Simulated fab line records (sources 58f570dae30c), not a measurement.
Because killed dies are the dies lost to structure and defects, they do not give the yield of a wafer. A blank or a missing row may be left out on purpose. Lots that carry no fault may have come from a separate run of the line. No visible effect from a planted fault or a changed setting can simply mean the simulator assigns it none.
Which tool did it? -- flow berkeley-cmos170 -- 14 lots, 42 wafers sampled, at 3 steps of a route of 331

## WHAT THE GAUGES SHOWED, per wafer
UCB170_GATE_CD_MEAS_12: target cd 350 nm. Usual: cd-nm reads 350.0 nm (standard deviation 1.5).
lot,measured,on,cd-nm (nm),flag
L396,day 7 10:52,cd-sem-02,348.9 349.0 349.0,
L395,day 7 10:53,cd-sem-01,350.9 349.7 349.8,
L398,day 7 20:00,cd-sem-01,351.1 351.3 352.5,
L399,day 8 03:04,cd-sem-01,350.1 348.7 349.0,
L400,day 8 03:07,cd-sem-02,350.8 349.9 350.1,
L401,day 9 05:14,cd-sem-01,351.5 352.2 350.6,
L407,day 10 08:36,cd-sem-02,350.7 353.4 352.4,
L409,day 10 08:59,cd-sem-01,349.8 350.4 350.2,
L411,day 10 21:28,cd-sem-02,- - -,OFF
L410,day 10 21:19,cd-sem-01,- - -,OFF
L415,day 11 21:58,cd-sem-02,348.9 349.5 349.3,
L414,day 11 22:16,cd-sem-01,349.8 348.8 349.1,
L417,day 12 10:52,cd-sem-02,352.1 350.7 351.9,
L416,day 12 10:40,cd-sem-01,348.0 349.8 349.3,

## EACH LOT AND THE TOOL THAT RAN IT (in order: tool; ch and the chambers of the sampled wafers; start)
lot,UCB170_NVT_STRIP_08,UCB170_GATE_EXPOSE_09
L396,"plasma-asher-02 ch 0,1, day 6 16:45","krf-scanner-02 ch 0, day 7 10:16"
L395,"plasma-asher-03 ch 0,1, day 6 18:02","krf-scanner-01 ch 0, day 7 10:29"
L398,"plasma-asher-04 ch 0,1, day 7 01:21","krf-scanner-01 ch 0, day 7 19:37"
L399,"plasma-asher-02 ch 0,1, day 7 11:10","krf-scanner-02 ch 0, day 8 02:28"
L400,"plasma-asher-03 ch 0,1, day 7 11:26","krf-scanner-01 ch 0, day 8 02:43"
L401,"plasma-asher-02 ch 0,1, day 8 06:42","krf-scanner-02 ch 0, day 9 04:50"
L407,"plasma-asher-04 ch 0,1, day 9 15:03","krf-scanner-01 ch 0, day 10 08:13"
L409,"plasma-asher-03 ch 0,1, day 9 15:26","krf-scanner-02 ch 0, day 10 08:35"
L411,"plasma-asher-03 ch 0,1, day 9 23:38","krf-scanner-01, day 10 20:48"
L410,"plasma-asher-02 ch 0,1, day 9 23:53","krf-scanner-01, day 10 20:40"
L415,"plasma-asher-04 ch 0,1, day 11 00:13","krf-scanner-01 ch 0, day 11 21:09"
L414,"plasma-asher-03 ch 0,1, day 11 00:30","krf-scanner-01 ch 0, day 11 21:25"
L417,"plasma-asher-02 ch 0,1, day 11 07:13","krf-scanner-01 ch 0, day 12 10:29"
L416,"plasma-asher-04 ch 0,1, day 11 07:31","krf-scanner-02 ch 0, day 12 10:16"
- UCB170_NVT_STRIP_08: strips in O2.
- UCB170_GATE_EXPOSE_09: exposes mask POLY, target cd 350 nm.

## WHAT THE TOOLS THEMSELVES READ (means of the sampled wafers that have a number; where no wafer has one, the mark that the record gives instead)
UCB170_NVT_STRIP_08. Usual: chamber-pressure-mTorr 3500 mTorr, standard deviation 3.2; drypump-motor-current-A 5.55 A, standard deviation 0.28; oes-product-au 0.734 a.u., standard deviation 0.0044; strip-time-to-endpoint-s 21.62 s, standard deviation 0.059.
lot,tool,chamber-pressure-mTorr (mTorr),drypump-motor-current-A (A),oes-product-au (a.u.),strip-time-to-endpoint-s (s),flag
L396,plasma-asher-02,3498,5.47,0.732,21.62,
L395,plasma-asher-03,3502,5.34,0.736,21.61,
L398,plasma-asher-04,3500,5.64,0.732,21.61,
L399,plasma-asher-02,3498,5.66,0.731,21.69,
L400,plasma-asher-03,3499,5.46,0.735,21.56,
L401,plasma-asher-02,3501,5.67,0.732,21.63,
L407,plasma-asher-04,3502,5.82,0.739,21.74,
L409,plasma-asher-03,3499,5.44,0.733,21.62,
L411,plasma-asher-03,3500,5.45,0.732,21.45,
L410,plasma-asher-02,3498,5.47,0.733,21.63,
L415,plasma-asher-04,3501,5.63,0.733,21.54,
L414,plasma-asher-03,3499,5.45,0.739,21.58,
L417,plasma-asher-02,3501,5.66,0.735,21.65,
L416,plasma-asher-04,3499,5.83,0.734,21.62,

UCB170_GATE_EXPOSE_09. Usual: exposure-dose-mJ-cm2 20.974, standard deviation 0.026; focus-offset-nm 0.0 nm, standard deviation 0.54.
lot,tool,exposure-dose-mJ-cm2,focus-offset-nm (nm),flag
L396,krf-scanner-02,20.960,-0.8,
L395,krf-scanner-01,20.973,0.1,
L398,krf-scanner-01,20.987,0.8,
L399,krf-scanner-02,20.997,-0.6,
L400,krf-scanner-01,21.021,-0.1,
L401,krf-scanner-02,20.948,-0.1,
L407,krf-scanner-01,20.997,-0.3,
L409,krf-scanner-02,20.995,0.1,
L411,krf-scanner-01,-,-,OFF
L410,krf-scanner-01,-,-,OFF
L415,krf-scanner-01,20.946,0.3,
L414,krf-scanner-01,20.959,-0.5,
L417,krf-scanner-01,20.990,0.2,
L416,krf-scanner-02,20.983,0.2,

## THE ANSWER, worked out from the rows above alone
Rule: a lot counts as off when the mean over its wafers that have a number is more than 3 standard deviations away from the usual mean. Also off: a lot with no number at a reading for which 4 or more lots have one. All remaining lots with rows at the step are treated as sound. The gauges are gone through in route order, then the tools' own readings, and for those a lot's mean is taken as printed above. At the first step where some lot is off, the reading lying furthest off is the one used; lots without a number count as furthest.
Off at UCB170_GATE_CD_MEAS_12 (cd-nm): L411, L410. Without a number there: L411, L410.
If a tool, at a process step before that reading, ran all the lots that are off and no sound lot after the first of them, it fits. Not tried: the gauges at UCB170_GATE_CD_MEAS_12; whatever is off there is also off at UCB170_GATE_EXPOSE_09, on other tools, and gauge error can't account for it. No candidate that was tried fits.

## WHAT THE SIMULATOR HAD INSERTED
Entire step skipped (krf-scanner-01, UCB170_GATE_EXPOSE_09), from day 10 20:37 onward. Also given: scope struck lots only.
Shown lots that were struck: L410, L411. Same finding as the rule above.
